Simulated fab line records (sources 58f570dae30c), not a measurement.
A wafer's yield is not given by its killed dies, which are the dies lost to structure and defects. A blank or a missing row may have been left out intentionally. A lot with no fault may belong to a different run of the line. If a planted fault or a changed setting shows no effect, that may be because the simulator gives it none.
fab line records	flow berkeley_cmos170
record lots=5	wafers=23
route steps=331 shown START@3 PWELL@36 ACTIVE@71 PFIELD@86 GATE@133 NLDD@161 NSD@188
start_h: hours from the record's opening day to when the first of the lot's shown wafers began	wait_h: time in hours since the lot's previous step	" same as the row above	L1.1+2: one row covering several wafers at once	- either no value or no given start	* or withheld: withheld	< > ~ a bound
route shown NAME@n: a module of which the file shows steps, and the number in the route of the first	usual: the fault-free wafers' mean and standard deviation	same: alike in all rows	chamber/n: place in a boat	sites: per-site readings	_std_site: the standard deviation of these	_edge_site: inner sites' mean taken away from outer sites' mean	radius_mm: for every site, how far away it sits from the centre of the wafer	mask NAME#n: copy n	behind: tool/chamber where the wafer was last shaped	hold: what put the lot on hold/how long, in hours/how the hold closed	device: the n, p or np transistor that did not switch	end of line: tests of these same wafers at the route's end	a step with no rows: only its recipe	killed: dies lost to structure and defects at the first sort, not the wafer's yield	map: dies across one wafer; x = killed, . = not, _ = none there
set.NAME: the setting as run; set.NAME@STEP: as run at that earlier step	model.NAME: the simulator's own value behind a step, which no gauge read
one table per step and one row per wafer, for lots whose settings were changed on purpose
## steps
# step UCB170_START_OXIDATION_02
# recipe temp_c=950	ambient=O2	target_thk_a=200	ox_time_s=1800
lot.wafer	tool	chamber	start_h	wait_h	set.temp_c	model.SiO2_of_START_OXIDATION_02.thk_nm
L074.1	-	-	-	1.6	969.2	24.37
L074.2	"	-	"	"	969.2	24.04
L074.3	"	-	"	"	969.2	23.69
L074.4	"	-	"	"	969.2	24.26
L074.6	"	-	"	"	969.2	24.27
L079.1	-	-	-	0.0	936.2	16.94
L079.2	"	-	"	"	936.2	16.91
L079.3	"	-	"	"	936.2	17.21
L079.4	"	-	"	"	936.2	17.41
L079.5	"	-	"	"	936.2	17.19
L080.1	-	-	-	1.3	925.3	14.73
L080.2	"	-	"	"	925.3	14.86
L080.3	"	-	"	"	925.3	14.41
L080.4	"	-	"	"	925.3	14.92
L080.6	"	-	"	"	925.3	14.93
L083.3	furnace-02	0	57.63	2.5	950	20.57
L083.4	"	0	"	"	950	20.54
L083.5	"	0	"	"	950	20.36
L084.2	-	-	-	2.8	924.3	15.06
L084.3	"	-	"	"	924.3	14.93
L084.4	"	-	"	"	924.3	15.05
L084.5	"	-	"	"	924.3	15.17
L084.6	"	-	"	"	924.3	14.72
# step UCB170_START_THK_MEAS_03
# recipe reads=SiO2_of_START_OXIDATION_02
# usual START_OXIDE_THK=19.96/0.27
lot.wafer	tool	chamber	start_h	wait_h	set.temp_c@START_OXIDATION_02	START_OXIDE_THK[nm]
L074.1	film_metro-02	-	-	-	969.2	24.37
L074.2	"	-	"	"	969.2	24.03
L074.3	"	-	"	"	969.2	23.63
L074.4	"	-	"	"	969.2	24.22
L074.6	"	-	"	"	969.2	24.22
L079.1	film_metro-01	-	-	-	936.2	16.99
L079.2	"	-	"	"	936.2	16.97
L079.3	"	-	"	"	936.2	17.18
L079.4	"	-	"	"	936.2	17.39
L079.5	"	-	"	"	936.2	17.18
L080.1	film_metro-04	-	-	-	925.3	14.74
L080.2	"	-	"	"	925.3	14.83
L080.3	"	-	"	"	925.3	14.42
L080.4	"	-	"	"	925.3	14.96
L080.6	"	-	"	"	925.3	14.93
L083.3	film_metro-01	-	59.15	0.0	950	20.51
L083.4	"	-	"	"	950	20.50
L083.5	"	-	"	"	950	20.33
L084.2	film_metro-02	-	-	-	924.3	15.07
L084.3	"	-	"	"	924.3	14.94
L084.4	"	-	"	"	924.3	15.08
L084.5	"	-	"	"	924.3	15.18
L084.6	"	-	"	"	924.3	14.72
# step UCB170_PWELL_OXIDATION_02
# recipe temp_c=1000	ambient=O2	target_thk_a=264	ox_time_s=1260
lot.wafer	tool	chamber	start_h	wait_h	set.temp_c	model.SiO2_of_PWELL_OXIDATION_02.thk_nm
L074.1	-	-	-	2.2	983.5	21.29
L074.2	"	-	"	"	983.5	21.55
L074.3	"	-	"	"	983.5	21.43
L074.4	"	-	"	"	983.5	21.6
L074.6	"	-	"	"	983.5	21.2
L079.1	-	-	-	4.3	986.8	22.39
L079.2	"	-	"	"	986.8	22.24
L079.3	"	-	"	"	986.8	22.59
L079.4	"	-	"	"	986.8	22.57
L079.5	"	-	"	"	986.8	22.75
L080.1+3	-	-	-	4.1	1000	25.94
L080.2	"	-	"	"	1000	25.99
L080.4	"	-	"	"	1000	26.03
L080.6	"	-	"	"	1000	26.04
L083.3	furnace-02	0	89.49	4.0	1000	26.63
L083.4	"	0	"	"	1000	26.49
L083.5	"	0	"	"	1000	26.8
L084.2	-	-	-	4.3	1010	28.68
L084.3	"	-	"	"	1010	28.35
L084.4	"	-	"	"	1010	28.84
L084.5	"	-	"	"	1010	28.81
L084.6	"	-	"	"	1010	29.05
# step UCB170_PWELL_THK_MEAS_03
# recipe reads=SiO2_of_PWELL_OXIDATION_02
# usual PWELL_OXIDE_THK=26.2/0.31
lot.wafer	tool	chamber	start_h	wait_h	set.temp_c@PWELL_OXIDATION_02	PWELL_OXIDE_THK[nm]
L074.1	film_metro-01	-	-	-	983.5	21.3
L074.2	"	-	"	"	983.5	21.5
L074.3	"	-	"	"	983.5	21.4
L074.4	"	-	"	"	983.5	21.6
L074.6	"	-	"	"	983.5	21.1
L079.1	film_metro-03	-	-	-	986.8	22.4
L079.2	"	-	"	"	986.8	22.2
L079.3	"	-	"	"	986.8	22.6
L079.4	"	-	"	"	986.8	22.6
L079.5	"	-	"	"	986.8	22.8
L080.1	film_metro-01	-	-	-	1000	26.0
L080.2	"	-	"	"	1000	26.0
L080.3	"	-	"	"	1000	25.9
L080.4	"	-	"	"	1000	26.0
L080.6	"	-	"	"	1000	26.0
L083.3	film_metro-04	-	90.86	0.0	1000	26.6
L083.4	"	-	"	"	1000	26.5
L083.5	"	-	"	"	1000	26.8
L084.2	film_metro-01	-	-	-	1010	28.7
L084.3	"	-	"	"	1010	28.3
L084.4	"	-	"	"	1010	28.8
L084.5	"	-	"	"	1010	28.8
L084.6	"	-	"	"	1010	29.0
# step UCB170_ACTIVE_PEB_11
# recipe peb_temp_c=130	peb_time_s=withheld	resist=KrF
lot.wafer	tool	chamber	start_h	wait_h	set.peb_temp_c
L074.1+3+4	litho_track-01	0	89.36	0.1	133.4
L074.2+6	"	0	"	"	130
L079.1+2+3+4+5	litho_track-02	0	112.75	0.3	130
L080.1+2+6	litho_track-02	0	121.43	0.1	126.4
L080.3+4	"	0	"	"	130
L083.3+4+5	litho_track-02	0	137.29	0.3	130
L084.2+4+5	litho_track-02	0	144.29	0.1	127.4
L084.3+6	"	0	"	"	130
# step UCB170_ACTIVE_DEVELOP_12
# recipe developer=TMAH	develop_time_s=45	resist=KrF	dev_temp_c=21
# step UCB170_ACTIVE_CD_MEAS_13
# recipe target_cd_nm=1200
# usual cd_nm=1200.3/1.1
lot.wafer	tool	chamber	start_h	wait_h	set.peb_temp_c@ACTIVE_PEB_11	cd_nm
L074.1	cd_sem-02	-	89.64	-	133.4	1180.2
L074.2	"	-	"	"	130	1199.3
L074.3	"	-	"	"	133.4	1182.8
L074.4	"	-	"	"	133.4	1181.5
L074.6	"	-	"	"	130	1202.1
L079.1	cd_sem-02	-	113.02	-	130	1200.8
L079.2	"	-	"	"	130	1200.1
L079.3	"	-	"	"	130	1201.1
L079.4	"	-	"	"	130	1200.4
L079.5	"	-	"	"	130	1199.7
L080.1	cd_sem-01	-	121.70	-	126.4	1227.1
L080.2	"	-	"	"	126.4	1227.9
L080.3	"	-	"	"	130	1200.7
L080.4	"	-	"	"	130	1199.5
L080.6	"	-	"	"	126.4	1226.7
L083.3	cd_sem-02	-	137.56	-	130	1201.5
L083.4	"	-	"	"	130	1201.5
L083.5	"	-	"	"	130	1201.0
L084.2	cd_sem-01	-	144.56	-	127.4	1219.3
L084.3	"	-	"	"	130	1200.7
L084.4	"	-	"	"	127.4	1219.7
L084.5	"	-	"	"	127.4	1220.3
L084.6	"	-	"	"	130	1200.0
# step UCB170_ACTIVE_ETCH_15
# recipe chemistry=CH3F/Ar/O2	target=Si3N4	stop_on=SiO2	CH3F_flow_sccm=20	Ar_flow_sccm=50	O2_flow_sccm=7	pressure_mtorr=50	rf_w=450	target_depth_a=2420	over_etch_frac=0.1	time_s=151
lot.wafer	tool	chamber	start_h	wait_h	set.peb_temp_c@ACTIVE_PEB_11	model.ACTIVE.cd_nm
L074.1	rie_diel-01	1	89.79	0.0	133.4	1180
L074.2	"	0	"	"	130	1199
L074.3	"	3	"	"	133.4	1183
L074.4	"	3	"	"	133.4	1182
L074.6	"	1	"	"	130	1202
L079.1	rie_diel-01	1	113.18	0.0	130	-
L079.2+3+4	"	3,2,3	"	"	130	1201
L079.5	"	2	"	"	130	1200
L080.1+6	rie_diel-01	3	121.86	0.0	126.4	1227
L080.2	"	1	"	"	126.4	1228
L080.3	"	0	"	"	130	1201
L080.4	"	0	"	"	130	1199
L083.3+4	rie_diel-04	1,3	137.67	0.0	130	1202
L083.5	"	0	"	"	130	1201
L084.2+4+5	rie_diel-01	2,3,1	144.69	0.0	127.4	1220
L084.3	"	0	"	"	130	-
L084.6	"	0	"	"	130	1200
# step UCB170_ACTIVE_STRIP_16
# recipe chemistry=O2	power_w=400	pressure_mtorr=3500	platen_temp_c=withheld	o2_flow_sccm=400	overash_fraction=0.5
# step UCB170_ACTIVE_CD_MEAS_90
# recipe target_cd_nm=1200
# usual cd_nm=1200.4/1.1
lot.wafer	tool	chamber	start_h	wait_h	set.peb_temp_c@ACTIVE_PEB_11	cd_nm
L074.1	cd_sem-01	-	89.99	0.1	133.4	1180.5
L074.2	"	-	"	"	130	1199.3
L074.3	"	-	"	"	133.4	1183.3
L074.4	"	-	"	"	133.4	1181.7
L074.6	"	-	"	"	130	1202.0
L079.1	cd_sem-02	-	113.38	0.1	130	1201.0
L079.2	"	-	"	"	130	1200.2
L079.3	"	-	"	"	130	1200.7
L079.4	"	-	"	"	130	1201.0
L079.5	"	-	"	"	130	1200.3
L080.1	cd_sem-01	-	122.06	0.1	126.4	1227.2
L080.2	"	-	"	"	126.4	1227.7
L080.3	"	-	"	"	130	1200.4
L080.4	"	-	"	"	130	1199.2
L080.6	"	-	"	"	126.4	1227.2
L083.3	cd_sem-01	-	137.91	0.1	130	1201.7
L083.4	"	-	"	"	130	1201.2
L083.5	"	-	"	"	130	1201.2
L084.2	cd_sem-02	-	144.91	0.1	127.4	1219.7
L084.3	"	-	"	"	130	1200.9
L084.4	"	-	"	"	127.4	1220.1
L084.5	"	-	"	"	127.4	1220.4
L084.6	"	-	"	"	130	1199.8
# step UCB170_PFIELD_IMPLANT_07
# recipe species=B	dose_cm2=2e+13	energy_kev=80	tilt_deg=7
lot.wafer	tool	chamber	start_h	wait_h	set.energy_kev	model.implant.rp_nm	model.implant.drp_nm
L074.1+6	implanter-04	0	91.52	0.0	77	268.3	73.48
L074.2+3+4	"	0	"	"	80	276.6	74.86
L079.1+3+4	implanter-04	0	115.33	0.0	77.96	261	73.93
L079.2+5	"	0	"	"	80	266.5	74.86
L080.1+3+4	implanter-01	0	123.60	0.0	80	270.8	74.86
L080.2+6	"	0	"	"	76.38	261.1	73.19
L083.3+4+5	implanter-01	0	139.55	0.1	80	265.5	74.86
L084.2+3+6	implanter-01	0	146.47	0.0	84.44	273.7	76.76
L084.4+5	"	0	"	"	80	261.7	74.86
# step UCB170_GATE_COAT_07
# recipe resist=KrF	spin_rpm=1500	resist_thk_nm=900
lot.wafer	tool	chamber	start_h	wait_h	set.spin_rpm	model.KrF_of_GATE_COAT_07.thk_nm
L074.1	litho_track-02	0	-	-	1500	902
L074.2	"	0	"	"	1388	936.2
L074.3	"	0	"	"	1500	899.1
L074.4	"	0	"	"	1388	933.6
L074.6	"	0	"	"	1388	936.6
L079.1	litho_track-01	0	-	-	1500	895.7
L079.2	"	0	"	"	1500	893.8
L079.3	"	0	"	"	1394	926.9
L079.4	"	0	"	"	1394	929
L079.5	"	0	"	"	1500	898.9
L080.1+3	litho_track-01	0	-	-	1500	895
L080.2	"	0	"	"	1500	896.5
L080.4	"	0	"	"	1500	895.3
L080.6	"	0	"	"	1500	894.6
L083.3	litho_track-01	0	-	-	1500	900.9
L083.4+5	"	0	"	"	1500	898.8
L084.2	litho_track-03	0	-	-	1500	901
L084.3	"	0	"	"	1402	930.7
L084.4	"	0	"	"	1500	899.1
L084.5	"	0	"	"	1402	930.2
L084.6	"	0	"	"	1402	928.9
# step UCB170_GATE_EXPOSE_09
# recipe mask_id=POLY	target_cd_nm=350	na=0.5	sigma_outer=0.6	source_shape=conventional	dose_mj=21
lot.wafer	tool	chamber	start_h	wait_h	mask	set.dose_mj
L074.1+2+3+4+6	krf_scanner-02	0	152.55	-	POLY#0	21
L079.1+2+3+4+5	krf_scanner-01	0	170.24	-	POLY#0	21
L080.1+4	krf_scanner-02	0	182.92	-	POLY#0	21
L080.2+3+6	"	0	"	"	POLY#0	22.44
L083.3+4+5	krf_scanner-02	0	202.72	-	POLY#0	21
L084.2+5+6	krf_scanner-02	0	214.34	-	POLY#0	21
L084.3+4	"	0	"	"	POLY#0	20.43
# step UCB170_GATE_PEB_10
# recipe peb_temp_c=130	peb_time_s=withheld	resist=KrF
# step UCB170_GATE_DEVELOP_11
# recipe developer=TMAH	develop_time_s=45	resist=KrF	dev_temp_c=21
# step UCB170_GATE_CD_MEAS_12
# recipe target_cd_nm=350
# usual cd_nm=350.5/1.4
lot.wafer	tool	chamber	start_h	wait_h	set.dose_mj@GATE_EXPOSE_09	cd_nm
L074.1	cd_sem-01	-	153.62	-	21	352.6
L074.2	"	-	"	"	21	353.9
L074.3	"	-	"	"	21	351.6
L074.4	"	-	"	"	21	353.0
L074.6	"	-	"	"	21	354.6
L079.1	cd_sem-01	-	171.12	-	21	349.1
L079.2	"	-	"	"	21	349.3
L079.3	"	-	"	"	21	350.7
L079.4	"	-	"	"	21	350.8
L079.5	"	-	"	"	21	348.7
L080.1	cd_sem-02	-	183.31	-	21	349.7
L080.2	"	-	"	"	22.44	337.8
L080.3	"	-	"	"	22.44	337.6
L080.4	"	-	"	"	21	349.1
L080.6	"	-	"	"	22.44	338.8
L083.3	cd_sem-01	-	203.12	-	21	351.1
L083.4	"	-	"	"	21	350.5
L083.5	"	-	"	"	21	349.0
L084.2	cd_sem-02	-	214.95	-	21	351.5
L084.3	"	-	"	"	20.43	356.7
L084.4	"	-	"	"	20.43	354.5
L084.5	"	-	"	"	21	352.3
L084.6	"	-	"	"	21	352.5
# step UCB170_GATE_ETCH_14
# recipe chemistry=N2/H2	target_depth_a=withheld	overetch_a=withheld	target=BARC	time_s=withheld	source_w=500	bias_w=100	pressure_mtorr=30	n2_flow_sccm=100	h2_flow_sccm=200
# step UCB170_GATE_ETCH_15
# recipe chemistry=HBr/Cl2	target=poly-Si	stop_on=SiO2	over_etch_frac=0.3	icp_w=300	bias_w=150	time_s=56.3	pressure_mtorr=15	HBr_flow_sccm=150	Cl2_flow_sccm=50	target_depth_a=2782
lot.wafer	tool	chamber	start_h	wait_h	set.spin_rpm@GATE_COAT_07	set.dose_mj@GATE_EXPOSE_09	model.KrF_of_GATE_COAT_07.thk_nm	model.GATE.cd_nm
L074.1	rie_si-02	0	153.81	-	1500	21	779.8	353.3
L074.2	"	1	"	"	1388	21	807.5	354.3
L074.3	"	3	"	"	1500	21	777.6	353
L074.4	"	2	"	"	1388	21	811.4	353.5
L074.6	"	3	"	"	1388	21	815.5	354.8
L079.1	rie_si-01	2	171.31	-	1500	21	770.9	348.4
L079.2	"	0	"	"	1500	21	771.9	348.6
L079.3	"	3	"	"	1394	21	802.7	351.3
L079.4	"	1	"	"	1394	21	806.3	351.2
L079.5	"	1	"	"	1500	21	775.3	349.3
L080.1	rie_si-01	2	183.51	-	1500	21	770.9	350
L080.2	"	1	"	"	1500	22.44	775	337.9
L080.3	"	3	"	"	1500	22.44	772.3	336.9
L080.4	"	0	"	"	1500	21	774.9	349.1
L080.6	"	1	"	"	1500	22.44	772	338.4
L083.3	rie_si-02	0	203.28	-	1500	21	776.8	351.3
L083.4	"	3	"	"	1500	21	776.9	350.2
L083.5	"	1	"	"	1500	21	769.1	349
L084.2	rie_si-01	1	215.12	-	1500	21	778.7	351.6
L084.3	"	0	"	"	1402	20.43	810.2	357.1
L084.4	"	3	"	"	1500	20.43	776	353.8
L084.5	"	3	"	"	1402	21	805.7	352.2
L084.6	"	0	"	"	1402	21	807.9	353.1
# step UCB170_GATE_STRIP_16
# recipe chemistry=O2	power_w=400	pressure_mtorr=3500	platen_temp_c=withheld	o2_flow_sccm=400	overash_fraction=0.5
# step UCB170_GATE_CD_MEAS_90
# recipe target_cd_nm=350
# usual cd_nm=350.7/1.6
lot.wafer	tool	chamber	start_h	wait_h	set.dose_mj@GATE_EXPOSE_09	cd_nm
L074.1	cd_sem-01	-	153.96	0.1	21	353.0
L074.2	"	-	"	"	21	354.6
L074.3	"	-	"	"	21	353.1
L074.4	"	-	"	"	21	353.3
L074.6	"	-	"	"	21	354.8
L079.1	cd_sem-01	-	171.46	0.1	21	348.5
L079.2	"	-	"	"	21	348.6
L079.3	"	-	"	"	21	351.1
L079.4	"	-	"	"	21	351.5
L079.5	"	-	"	"	21	349.2
L080.1	cd_sem-02	-	183.67	0.1	21	350.1
L080.2	"	-	"	"	22.44	338.2
L080.3	"	-	"	"	22.44	337.2
L080.4	"	-	"	"	21	349.1
L080.6	"	-	"	"	22.44	338.2
L083.3	cd_sem-01	-	203.46	0.1	21	351.3
L083.4	"	-	"	"	21	350.0
L083.5	"	-	"	"	21	348.8
L084.2	cd_sem-02	-	215.29	0.1	21	351.4
L084.3	"	-	"	"	20.43	356.9
L084.4	"	-	"	"	20.43	353.9
L084.5	"	-	"	"	21	352.1
L084.6	"	-	"	"	21	353.0
# step UCB170_NLDD_EXPOSE_03
# recipe mask_id=NSELECT	na=0.5	sigma_outer=0.6	source_shape=conventional	target_cd_nm=1200	dose_mj=30
lot.wafer	tool	chamber	start_h	wait_h	mask	set.dose_mj
L074.1+4+6	krf_scanner-01	0	159.21	0.3	NSELECT#0	30
L074.2+3	"	0	"	"	NSELECT#0	28.08
L079.1+2+3	krf_scanner-01	0	175.09	0.2	NSELECT#0	27.88
L079.4+5	"	0	"	"	NSELECT#0	30
L080.1+2+4	krf_scanner-02	0	188.61	0.2	NSELECT#0	30
L080.3+6	"	0	"	"	NSELECT#0	28.43
L083.3+4+5	krf_scanner-02	0	206.19	0.3	NSELECT#0	30
L084.2+4+5	krf_scanner-01	0	218.16	0.2	NSELECT#0	30
L084.3+6	"	0	"	"	NSELECT#0	31.84
# step UCB170_NLDD_PEB_04
# recipe peb_temp_c=130	peb_time_s=withheld	resist=KrF
# step UCB170_NLDD_DEVELOP_05
# recipe developer=TMAH	develop_time_s=45	resist=KrF	dev_temp_c=21
# step UCB170_NLDD_CD_MEAS_06
# recipe target_cd_nm=1200
# usual cd_nm=1201.0/1.2
lot.wafer	tool	chamber	start_h	wait_h	set.dose_mj@NLDD_EXPOSE_03	cd_nm
L074.1	cd_sem-01	-	160.42	-	30	1200.7
L074.2	"	-	"	"	28.08	1188.9
L074.3	"	-	"	"	28.08	1188.5
L074.4	"	-	"	"	30	1201.0
L074.6	"	-	"	"	30	1200.3
L079.1	cd_sem-02	-	175.48	-	27.88	1186.6
L079.2	"	-	"	"	27.88	1184.9
L079.3	"	-	"	"	27.88	1185.4
L079.4	"	-	"	"	30	1199.1
L079.5	"	-	"	"	30	1198.4
L080.1	cd_sem-02	-	189.17	-	30	1202.4
L080.2	"	-	"	"	30	1201.8
L080.3	"	-	"	"	28.43	1193.3
L080.4	"	-	"	"	30	1203.0
L080.6	"	-	"	"	28.43	1193.0
L083.3	cd_sem-01	-	206.63	-	30	1198.7
L083.4	"	-	"	"	30	1201.5
L083.5	"	-	"	"	30	1200.5
L084.2	cd_sem-02	-	218.55	-	30	1202.0
L084.3	"	-	"	"	31.84	1211.7
L084.4	"	-	"	"	30	1200.6
L084.5	"	-	"	"	30	1201.5
L084.6	"	-	"	"	31.84	1211.4
# step UCB170_NSD_COAT_01
# recipe resist=KrF	spin_rpm=1500	resist_thk_nm=900
lot.wafer	tool	chamber	start_h	wait_h	set.spin_rpm	model.KrF_of_NSD_COAT_01.thk_nm
L074.1	litho_track-03	0	170.63	0.1	1500	898.5
L074.2	"	0	"	"	1500	895.7
L074.3	"	0	"	"	1500	896.6
L074.4	"	0	"	"	1500	898.1
L074.6	"	0	"	"	1500	897.8
L079.1	litho_track-01	0	187.83	0.1	1589	875.9
L079.2	"	0	"	"	1500	900.7
L079.3	"	0	"	"	1589	873.7
L079.4	"	0	"	"	1500	900.2
L079.5	"	0	"	"	1500	898.4
L080.1	litho_track-02	0	205.39	0.1	1500	901.4
L080.2	"	0	"	"	1500	899.5
L080.3	"	0	"	"	1604	873.8
L080.4	"	0	"	"	1604	871.9
L080.6	"	0	"	"	1500	899.4
L083.3	litho_track-03	0	216.54	0.1	1500	902
L083.4	"	0	"	"	1500	898.1
L083.5	"	0	"	"	1500	898.7
L084.2	litho_track-01	0	228.84	0.1	1422	920.6
L084.3	"	0	"	"	1422	920
L084.4	"	0	"	"	1422	918.4
L084.5	"	0	"	"	1500	896.1
L084.6	"	0	"	"	1500	896.9
# step UCB170_NSD_IMPLANT_08
# recipe species=P	dose_cm2=3e+15	energy_kev=40	tilt_deg=7
lot.wafer	tool	chamber	start_h	wait_h	set.dose_cm2
L074.1+2+3+4+6	implanter-02	0	171.92	0.0	3e+15
L079.1+4	implanter-03	0	189.19	0.0	3e+15
L079.2+3+5	"	0	"	"	2.919e+15
L080.1+3+6	implanter-03	0	206.48	0.0	3.081e+15
L080.2+4	"	0	"	"	3e+15
L083.3+4+5	implanter-02	0	217.62	0.1	3e+15
L084.2+3+4+5+6	implanter-03	0	229.88	0.0	3e+15
# step UCB170_NSD_STRIP_09
# recipe chemistry=O2	power_w=400	pressure_mtorr=3500	platen_temp_c=withheld	o2_flow_sccm=400	overash_fraction=0.5
# usual strip_time_to_endpoint_s=35.80/0.085
lot.wafer	tool	chamber	start_h	wait_h	set.spin_rpm@NSD_COAT_01	set.dose_cm2@NSD_IMPLANT_08	strip_time_to_endpoint_s
L074.1	plasma_asher-01	0	172.07	0.1	1500	3e+15	35.82
L074.2	"	1	"	"	1500	3e+15	35.72
L074.3	"	0	"	"	1500	3e+15	35.68
L074.4	"	1	"	"	1500	3e+15	35.82
L074.6	"	0	"	"	1500	3e+15	35.78
L079.1	plasma_asher-04	1	189.34	0.1	1589	3e+15	35.28
L079.2	"	0	"	"	1500	2.919e+15	35.63
L079.3	"	1	"	"	1589	2.919e+15	34.97
L079.4	"	0	"	"	1500	3e+15	35.82
L079.5	"	0	"	"	1500	2.919e+15	35.57
L080.1	plasma_asher-04	1	206.63	0.1	1500	3.081e+15	36.09
L080.2	"	0	"	"	1500	3e+15	35.81
L080.3	"	0	"	"	1604	3.081e+15	35.50
L080.4	"	1	"	"	1604	3e+15	35.16
L080.6	"	1	"	"	1500	3.081e+15	36.10
L083.3	plasma_asher-02	1	217.75	0.1	1500	3e+15	35.94
L083.4	"	0	"	"	1500	3e+15	35.84
L083.5	"	1	"	"	1500	3e+15	35.83
L084.2	plasma_asher-04	1	230.01	0.1	1422	3e+15	36.25
L084.3	"	0	"	"	1422	3e+15	36.27
L084.4	"	1	"	"	1422	3e+15	36.24
L084.5	"	0	"	"	1500	3e+15	35.68
L084.6	"	1	"	"	1500	3e+15	35.69
## key
split step=UCB170_START_OXIDATION_02	setting=temp_c	stated=950	by=lot
response step=UCB170_START_OXIDATION_02	reading=model.SiO2_of_START_OXIDATION_02.thk_nm	change=+2	per=1%	r=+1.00
response step=UCB170_START_THK_MEAS_03	reading=START_OXIDE_THK	change=+1.99	per=1%	r=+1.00
split step=UCB170_PWELL_OXIDATION_02	setting=temp_c	stated=1000	by=lot
response step=UCB170_PWELL_OXIDATION_02	reading=model.SiO2_of_PWELL_OXIDATION_02.thk_nm	change=+2.77	per=1%	r=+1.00
response step=UCB170_PWELL_THK_MEAS_03	reading=PWELL_OXIDE_THK	change=+2.77	per=1%	r=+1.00
split step=UCB170_ACTIVE_PEB_11	setting=peb_temp_c	stated=130	by=wafer
response step=UCB170_ACTIVE_CD_MEAS_13	reading=cd_nm	change=-8.87	per=1%	r=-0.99
response step=UCB170_ACTIVE_ETCH_15	reading=model.ACTIVE.cd_nm	change=-8.83	per=1%	r=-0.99
response step=UCB170_ACTIVE_CD_MEAS_90	reading=cd_nm	change=-8.91	per=1%	r=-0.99
split step=UCB170_PFIELD_IMPLANT_07	setting=energy_kev	stated=80	by=wafer
response step=UCB170_PFIELD_IMPLANT_07	reading=model.implant.rp_nm	change=+2.17	per=1%	r=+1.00
response step=UCB170_PFIELD_IMPLANT_07	reading=model.implant.drp_nm	change=+0.357	per=1%	r=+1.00
split step=UCB170_GATE_COAT_07	setting=spin_rpm	stated=1500	by=wafer
response step=UCB170_GATE_COAT_07	reading=model.KrF_of_GATE_COAT_07.thk_nm	change=-4.59	per=1%	r=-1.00
response step=UCB170_GATE_ETCH_15	reading=model.KrF_of_GATE_COAT_07.thk_nm	change=-4.51	per=1%	r=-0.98
split step=UCB170_GATE_EXPOSE_09	setting=dose_mj	stated=21	by=wafer
response step=UCB170_GATE_CD_MEAS_12	reading=cd_nm	change=-1.6	per=1%	r=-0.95
response step=UCB170_GATE_ETCH_15	reading=model.GATE.cd_nm	change=-1.64	per=1%	r=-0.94
response step=UCB170_GATE_CD_MEAS_90	reading=cd_nm	change=-1.65	per=1%	r=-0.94
split step=UCB170_NLDD_EXPOSE_03	setting=dose_mj	stated=30	by=wafer
response step=UCB170_NLDD_CD_MEAS_06	reading=cd_nm	change=+1.8	per=1%	r=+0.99
split step=UCB170_NSD_COAT_01	setting=spin_rpm	stated=1500	by=wafer
response step=UCB170_NSD_COAT_01	reading=model.KrF_of_NSD_COAT_01.thk_nm	change=-4.15	per=1%	r=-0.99
response step=UCB170_NSD_STRIP_09	reading=strip_time_to_endpoint_s	change=*	per=1%	r=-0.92
split step=UCB170_NSD_IMPLANT_08	setting=dose_cm2	stated=3e+15	by=wafer
response step=UCB170_NSD_STRIP_09	reading=strip_time_to_endpoint_s	slope=*	per=1%	together_with=spin_rpm@NSD_COAT_01	explained=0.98
